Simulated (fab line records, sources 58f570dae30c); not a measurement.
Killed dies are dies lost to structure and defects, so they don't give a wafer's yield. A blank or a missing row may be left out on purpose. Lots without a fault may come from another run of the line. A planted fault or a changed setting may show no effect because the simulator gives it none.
Which tool did it? | flow berkeley_cmos170 | 6 lots, 18 wafers sampled, at 5 steps of a route of 331

WHAT THE GAUGES READ, wafer by wafer
UCB170_M3_RS_MEAS_02: measures by four-point-probe.
lot  | measured     | on            | M3_AL_RS (ohm/sq)
L711 | day 8 04:42  | film_metro-04 | 0.03224 0.03214 0.03235
L714 | day 8 07:28  | film_metro-02 | 0.03216 0.03181 0.032
L716 | day 9 09:04  | film_metro-04 | 0.03171 0.03189 0.03205
L723 | day 10 16:08 | film_metro-04 | 0.03227 0.03784 0.03177
L726 | day 11 14:46 | film_metro-02 | 0.03221 0.03198 0.03227
L730 | day 12 10:23 | film_metro-04 | 0.03185 0.03185 0.03213

WHICH TOOL RAN EACH LOT (tool, then ch and the chambers of the sampled wafers, then the start)
lot  | UCB170_ZERO_ETCH_06               | UCB170_NWELL_ETCH_13              | UCB170_V2_STRIP_15                   | UCB170_M3_SPUTTER_01
L711 | rie_diel-02 ch 0,3, day 2 02:42   | rie_diel-03 ch 0,1,2, day 2 11:42 | plasma_asher-04 ch 0,1, day 8 04:20  | pvd_sputter-02, day 8 04:37
L714 | rie_diel-01 ch 0,3, day 2 17:11   | rie_diel-01 ch 0,2, day 3 05:38   | plasma_asher-01 ch 0,1, day 8 07:05  | pvd_sputter-03, day 8 07:23
L716 | rie_diel-02 ch 0,1, day 3 10:02   | rie_diel-02 ch 0,1,3, day 3 20:16 | plasma_asher-01 ch 0,1, day 9 08:42  | pvd_sputter-02, day 9 08:59
L723 | rie_diel-01 ch 0,1,3, day 4 16:04 | rie_diel-02 ch 1,2,3, day 5 01:07 | plasma_asher-03 ch 0,1, day 10 15:45 | pvd_sputter-03, day 10 16:02
L726 | rie_diel-02 ch 0,1,2, day 5 07:47 | rie_diel-02 ch 2,3, day 5 19:52   | plasma_asher-01 ch 0,1, day 11 14:23 | pvd_sputter-02, day 11 14:40
L730 | rie_diel-02 ch 0,1, day 6 05:49   | rie_diel-03 ch 0,3, day 6 17:41   | plasma_asher-03 ch 1, day 12 10:01   | pvd_sputter-02, day 12 10:18
- UCB170_ZERO_ETCH_06: etches SiO2 in CHF3/CF4/Ar, time 12 s.
- UCB170_NWELL_ETCH_13: etches Si3N4 in CH3F/Ar/O2, stops on SiO2, target depth 246.4 nm, time 154 s.
- UCB170_V2_STRIP_15: strips in O2.
- UCB170_M3_SPUTTER_01: material Al, target thk 900 nm, time 120 s.

THE ANSWER, worked out from the rows above alone
Rule: what is usual is taken from the lots themselves. Put in order of their means at a reading, lots are off if they are a third of the lots or fewer, leave a main group of 4 or more, and stand apart from it by a gap of 3 or more times the standard deviation of the main group's means; of several such gaps the widest counts. A main group whose means are all the same, to the digits that the tables above print for the reading, isn't used. A lot without any number at a reading at which 4 lots or more have one is off too. The other lots that the step has rows for count as sound.
Off: L723, at UCB170_M3_RS_MEAS_02 (M3_AL_RS). The main group: mean 0.0320 ohm/sq, standard deviation 0.00013.
A tool fits if, at a process step before that reading, it ran every lot that is off, and no sound lot after the first of them. The gauges at UCB170_M3_RS_MEAS_02 are tried like those tools. Can't be told from this: 2 tools fit, rie_diel-01 at UCB170_ZERO_ETCH_06, pvd_sputter-03 at UCB170_M3_SPUTTER_01.

WHAT THE SIMULATOR HAD PUT IN
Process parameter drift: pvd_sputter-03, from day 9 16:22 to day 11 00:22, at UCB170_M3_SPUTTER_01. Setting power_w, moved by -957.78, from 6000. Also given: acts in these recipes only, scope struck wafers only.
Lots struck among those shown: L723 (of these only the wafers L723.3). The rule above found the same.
